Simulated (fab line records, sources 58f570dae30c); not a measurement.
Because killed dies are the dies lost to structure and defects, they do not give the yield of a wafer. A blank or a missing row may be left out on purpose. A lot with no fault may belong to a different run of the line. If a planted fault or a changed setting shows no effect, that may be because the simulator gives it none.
What tool caused it? :: flow berkeleyCmos170 :: Sampling: 14 lots, 42 wafers, 4 of 331 route steps

== WHAT EACH GAUGE READ, for each wafer ==
UCB170_M3_CD_MEAS_15 targets a cd of 700 nm. Usual: cdNm reads 700.2 nm (standard deviation 1.4).
lot: L549
measured: day 9 07:57
on: cdSem-02
cdNm (nm): 699.2 700.9 698.5
flag: 

lot: L548
measured: day 9 06:20
on: cdSem-01
cdNm (nm): 700.4 699.4 700.5
flag: 

lot: L551
measured: day 9 20:04
on: cdSem-01
cdNm (nm): 700.7 699.8 699.6
flag: 

lot: L552
measured: day 10 06:07
on: cdSem-01
cdNm (nm): 701.6 700.9 701.6
flag: 

lot: L553
measured: day 10 05:55
on: cdSem-02
cdNm (nm): 697.6 697.6 697.9
flag: 

lot: L555
measured: day 10 23:14
on: cdSem-02
cdNm (nm): 698.8 697.8 697.8
flag: 

lot: L556
measured: day 11 00:23
on: cdSem-02
cdNm (nm): 700.9 700.6 700.2
flag: 

lot: L557
measured: day 11 00:30
on: cdSem-01
cdNm (nm): 702.6 702.9 701.8
flag: 

lot: L558
measured: day 11 11:51
on: cdSem-01
cdNm (nm): 700.8 700.2 700.8
flag: 

lot: L567
measured: day 13 08:55
on: cdSem-01
cdNm (nm): 698.0 699.5 699.9
flag: 

lot: L566
measured: day 13 07:19
on: cdSem-01
cdNm (nm): 701.8 700.1 701.8
flag: 

lot: L568
measured: day 14 00:16
on: cdSem-01
cdNm (nm): 699.8 700.4 701.6
flag: 

lot: L569
measured: day 13 16:55
on: cdSem-01
cdNm (nm): 700.2 698.0 700.4
flag: 

lot: L570
measured: day 13 15:29
on: cdSem-01
cdNm (nm): 701.7 701.7 702.5
flag: 

UCB170_M3_BOW_MEAS_20. Usual: M3_BOW gives 36 um (standard deviation 7.4).
lot: L549
measured: day 9 08:40
on: filmMetro-02
M3_BOW (um): 41 43 39
flag: 

lot: L548
measured: day 9 06:56
on: filmMetro-03
M3_BOW (um): 45 31 33
flag: 

lot: L551
measured: day 9 20:40
on: filmMetro-03
M3_BOW (um): 35 39 30
flag: 

lot: L552
measured: day 10 06:44
on: filmMetro-03
M3_BOW (um): 23 41 32
flag: 

lot: L553
measured: day 10 06:31
on: filmMetro-02
M3_BOW (um): 40 38 43
flag: 

lot: L555
measured: day 10 23:50
on: filmMetro-03
M3_BOW (um): 30 29 33
flag: 

lot: L556
measured: day 11 00:59
on: filmMetro-04
M3_BOW (um): 35 32 36
flag: 

lot: L557
measured: day 11 01:07
on: filmMetro-03
M3_BOW (um): 28 40 41
flag: 

lot: L558
measured: day 11 12:28
on: filmMetro-02
M3_BOW (um): 37 41 35
flag: 

lot: L567
measured: day 13 09:32
on: filmMetro-04
M3_BOW (um): 56 41 42
flag: 

lot: L566
measured: day 13 07:55
on: filmMetro-04
M3_BOW (um): 28 32 35
flag: 

lot: L568
measured: day 14 00:52
on: filmMetro-04
M3_BOW (um): 32 36 38
flag: 

lot: L569
measured: day 13 17:31
on: filmMetro-04
M3_BOW (um): 42 49 35
flag: 

lot: L570
measured: day 13 16:05
on: filmMetro-02
M3_BOW (um): 46 42 31
flag: 

== EACH LOT AND THE TOOL THAT RAN IT (in order: tool; ch and the chambers of the sampled wafers; start) ==
lot: L549
UCB170_PWELL_STRIP_16: plasmaAsher-03 ch 0,1, day 3 18:15
UCB170_PLDD_STRIP_10: plasmaAsher-04 ch 0,1, day 7 15:01

lot: L548
UCB170_PWELL_STRIP_16: plasmaAsher-02 ch 0,1, day 3 18:27
UCB170_PLDD_STRIP_10: plasmaAsher-04 ch 0,1, day 7 14:33

lot: L551
UCB170_PWELL_STRIP_16: plasmaAsher-01 ch 0,1, day 4 06:19
UCB170_PLDD_STRIP_10: plasmaAsher-04 ch 0,1, day 8 06:50

lot: L552
UCB170_PWELL_STRIP_16: plasmaAsher-01 ch 0,1, day 4 19:56
UCB170_PLDD_STRIP_10: plasmaAsher-02 ch 0,1, day 8 19:55

lot: L553
UCB170_PWELL_STRIP_16: plasmaAsher-03 ch 0,1, day 4 20:47
UCB170_PLDD_STRIP_10: plasmaAsher-04 ch 0,1, day 8 19:43

lot: L555
UCB170_PWELL_STRIP_16: plasmaAsher-01 ch 0,1, day 5 07:59
UCB170_PLDD_STRIP_10: plasmaAsher-01 ch 1, day 9 10:33

lot: L556
UCB170_PWELL_STRIP_16: plasmaAsher-02 ch 0,1, day 5 08:16
UCB170_PLDD_STRIP_10: plasmaAsher-02 ch 0,1, day 9 10:51

lot: L557
UCB170_PWELL_STRIP_16: plasmaAsher-03 ch 0,1, day 5 15:38
UCB170_PLDD_STRIP_10: plasmaAsher-04 ch 0,1, day 9 10:57

lot: L558
UCB170_PWELL_STRIP_16: plasmaAsher-02 ch 1, day 5 21:46
UCB170_PLDD_STRIP_10: plasmaAsher-04 ch 0,1, day 9 21:38

lot: L567
UCB170_PWELL_STRIP_16: plasmaAsher-02 ch 0,1, day 7 17:04
UCB170_PLDD_STRIP_10: plasmaAsher-01 ch 0,1, day 11 12:36

lot: L566
UCB170_PWELL_STRIP_16: plasmaAsher-03 ch 0,1, day 7 17:16
UCB170_PLDD_STRIP_10: plasmaAsher-04 ch 0,1, day 11 12:37

lot: L568
UCB170_PWELL_STRIP_16: plasmaAsher-01 ch 0,1, day 8 00:35
UCB170_PLDD_STRIP_10: plasmaAsher-04 ch 0,1, day 12 10:47

lot: L569
UCB170_PWELL_STRIP_16: plasmaAsher-02 ch 1, day 8 00:52
UCB170_PLDD_STRIP_10: plasmaAsher-02 ch 0, day 12 03:19

lot: L570
UCB170_PWELL_STRIP_16: plasmaAsher-03 ch 1, day 8 07:54
UCB170_PLDD_STRIP_10: plasmaAsher-02 ch 0,1, day 12 02:59
- UCB170_PWELL_STRIP_16: strips in O2.
- UCB170_PLDD_STRIP_10: strips in O2.

== WHAT THE TOOLS THEMSELVES READ (means of the sampled wafers that have a number; where no wafer has one, the mark that the record gives instead) ==
UCB170_PWELL_STRIP_16. Usual: drypumpMotorCurrentA 5.81 A, standard deviation 0.16; o2FlowSccm 400.0 sccm, standard deviation 1.2; oesProductAu 0.721 a.u., standard deviation 0.0045; stripTimeToEndpointS 18.12 s, standard deviation 0.15.
lot: L549
tool: plasmaAsher-03
drypumpMotorCurrentA (A): 5.94
o2FlowSccm (sccm): 400.0
oesProductAu (a.u.): 0.716
stripTimeToEndpointS (s): 18.08
flag: 

lot: L548
tool: plasmaAsher-02
drypumpMotorCurrentA (A): 5.86
o2FlowSccm (sccm): 400.5
oesProductAu (a.u.): 0.721
stripTimeToEndpointS (s): 18.13
flag: 

lot: L551
tool: plasmaAsher-01
drypumpMotorCurrentA (A): 5.65
o2FlowSccm (sccm): 400.8
oesProductAu (a.u.): 0.725
stripTimeToEndpointS (s): 18.22
flag: 

lot: L552
tool: plasmaAsher-01
drypumpMotorCurrentA (A): 5.67
o2FlowSccm (sccm): 401.0
oesProductAu (a.u.): 0.723
stripTimeToEndpointS (s): 18.20
flag: 

lot: L553
tool: plasmaAsher-03
drypumpMotorCurrentA (A): 5.83
o2FlowSccm (sccm): 399.6
oesProductAu (a.u.): 0.723
stripTimeToEndpointS (s): 18.17
flag: 

lot: L555
tool: plasmaAsher-01
drypumpMotorCurrentA (A): 5.67
o2FlowSccm (sccm): 400.2
oesProductAu (a.u.): 0.718
stripTimeToEndpointS (s): 18.19
flag: 

lot: L556
tool: plasmaAsher-02
drypumpMotorCurrentA (A): 5.85
o2FlowSccm (sccm): 399.1
oesProductAu (a.u.): 0.722
stripTimeToEndpointS (s): 18.02
flag: 

lot: L557
tool: plasmaAsher-03
drypumpMotorCurrentA (A): 5.93
o2FlowSccm (sccm): 400.6
oesProductAu (a.u.): 0.718
stripTimeToEndpointS (s): 18.21
flag: 

lot: L558
tool: plasmaAsher-02
drypumpMotorCurrentA (A): 5.87
o2FlowSccm (sccm): 399.8
oesProductAu (a.u.): 0.721
stripTimeToEndpointS (s): 18.20
flag: 

lot: L567
tool: plasmaAsher-02
drypumpMotorCurrentA (A): 5.83
o2FlowSccm (sccm): 399.0
oesProductAu (a.u.): 0.718
stripTimeToEndpointS (s): 18.26
flag: 

lot: L566
tool: plasmaAsher-03
drypumpMotorCurrentA (A): 5.83
o2FlowSccm (sccm): 400.7
oesProductAu (a.u.): 0.720
stripTimeToEndpointS (s): 18.05
flag: 

lot: L568
tool: plasmaAsher-01
drypumpMotorCurrentA (A): 5.67
o2FlowSccm (sccm): 401.0
oesProductAu (a.u.): 0.717
stripTimeToEndpointS (s): 18.07
flag: 

lot: L569
tool: plasmaAsher-02
drypumpMotorCurrentA (A): 5.89
o2FlowSccm (sccm): 400.1
oesProductAu (a.u.): 0.722
stripTimeToEndpointS (s): 18.11
flag: 

lot: L570
tool: plasmaAsher-03
drypumpMotorCurrentA (A): 5.68
o2FlowSccm (sccm): 398.9
oesProductAu (a.u.): 0.721
stripTimeToEndpointS (s): 18.19
flag: 

UCB170_PLDD_STRIP_10. Usual: drypumpMotorCurrentA 5.6 A, standard deviation 0.36; o2FlowSccm 400.1 sccm, standard deviation 1.3; oesProductAu 0.735 a.u., standard deviation 0.0049; stripTimeToEndpointS 21.63 s, standard deviation 0.07.
lot: L549
tool: plasmaAsher-04
drypumpMotorCurrentA (A): 5.6
o2FlowSccm (sccm): 400.9
oesProductAu (a.u.): 0.734
stripTimeToEndpointS (s): 21.63
flag: 

lot: L548
tool: plasmaAsher-04
drypumpMotorCurrentA (A): 5.3
o2FlowSccm (sccm): 400.3
oesProductAu (a.u.): 0.740
stripTimeToEndpointS (s): 21.65
flag: 

lot: L551
tool: plasmaAsher-04
drypumpMotorCurrentA (A): 5.3
o2FlowSccm (sccm): 400.4
oesProductAu (a.u.): 0.737
stripTimeToEndpointS (s): 21.59
flag: 

lot: L552
tool: plasmaAsher-02
drypumpMotorCurrentA (A): 5.9
o2FlowSccm (sccm): 399.5
oesProductAu (a.u.): 0.738
stripTimeToEndpointS (s): 21.75
flag: 

lot: L553
tool: plasmaAsher-04
drypumpMotorCurrentA (A): 5.3
o2FlowSccm (sccm): 400.6
oesProductAu (a.u.): 0.736
stripTimeToEndpointS (s): 21.53
flag: 

lot: L555
tool: plasmaAsher-01
drypumpMotorCurrentA (A): 5.8
o2FlowSccm (sccm): 398.5
oesProductAu (a.u.): 0.738
stripTimeToEndpointS (s): 21.64
flag: 

lot: L556
tool: plasmaAsher-02
drypumpMotorCurrentA (A): 5.8
o2FlowSccm (sccm): 400.3
oesProductAu (a.u.): 0.730
stripTimeToEndpointS (s): 21.69
flag: 

lot: L557
tool: plasmaAsher-04
drypumpMotorCurrentA (A): 5.3
o2FlowSccm (sccm): 400.3
oesProductAu (a.u.): 0.740
stripTimeToEndpointS (s): 21.73
flag: 

lot: L558
tool: plasmaAsher-04
drypumpMotorCurrentA (A): 5.6
o2FlowSccm (sccm): 400.9
oesProductAu (a.u.): 0.730
stripTimeToEndpointS (s): 21.59
flag: 

lot: L567
tool: plasmaAsher-01
drypumpMotorCurrentA (A): 5.7
o2FlowSccm (sccm): 400.3
oesProductAu (a.u.): 0.733
stripTimeToEndpointS (s): 21.58
flag: 

lot: L566
tool: plasmaAsher-04
drypumpMotorCurrentA (A): 5.6
o2FlowSccm (sccm): 399.5
oesProductAu (a.u.): 0.737
stripTimeToEndpointS (s): 21.58
flag: 

lot: L568
tool: plasmaAsher-04
drypumpMotorCurrentA (A): 5.6
o2FlowSccm (sccm): 399.6
oesProductAu (a.u.): 0.731
stripTimeToEndpointS (s): 21.51
flag: 

lot: L569
tool: plasmaAsher-02
drypumpMotorCurrentA (A): 5.8
o2FlowSccm (sccm): 401.4
oesProductAu (a.u.): 0.734
stripTimeToEndpointS (s): 21.67
flag: 

lot: L570
tool: plasmaAsher-02
drypumpMotorCurrentA (A): 5.8
o2FlowSccm (sccm): 399.8
oesProductAu (a.u.): 0.734
stripTimeToEndpointS (s): 21.63
flag: 

== THE ANSWER, worked out from the rows above alone ==
Rule: a lot is off if the mean of its wafers that have a number lies more than 3 standard deviations from the usual mean. Also off: a lot with no number at a reading for which 4 or more lots have one. Where the step has rows for the other lots, those lots are counted as sound. After the gauges, taken in route order, come the tools' own readings; for these a lot's mean is taken, as printed above. The first step at which some lot is off is used, and at that step the reading that is off furthest; a lot without a number counts as furthest.
None of the lots is off at any reading shown; this tells nothing.

== WHAT THE SIMULATOR PUT IN ==
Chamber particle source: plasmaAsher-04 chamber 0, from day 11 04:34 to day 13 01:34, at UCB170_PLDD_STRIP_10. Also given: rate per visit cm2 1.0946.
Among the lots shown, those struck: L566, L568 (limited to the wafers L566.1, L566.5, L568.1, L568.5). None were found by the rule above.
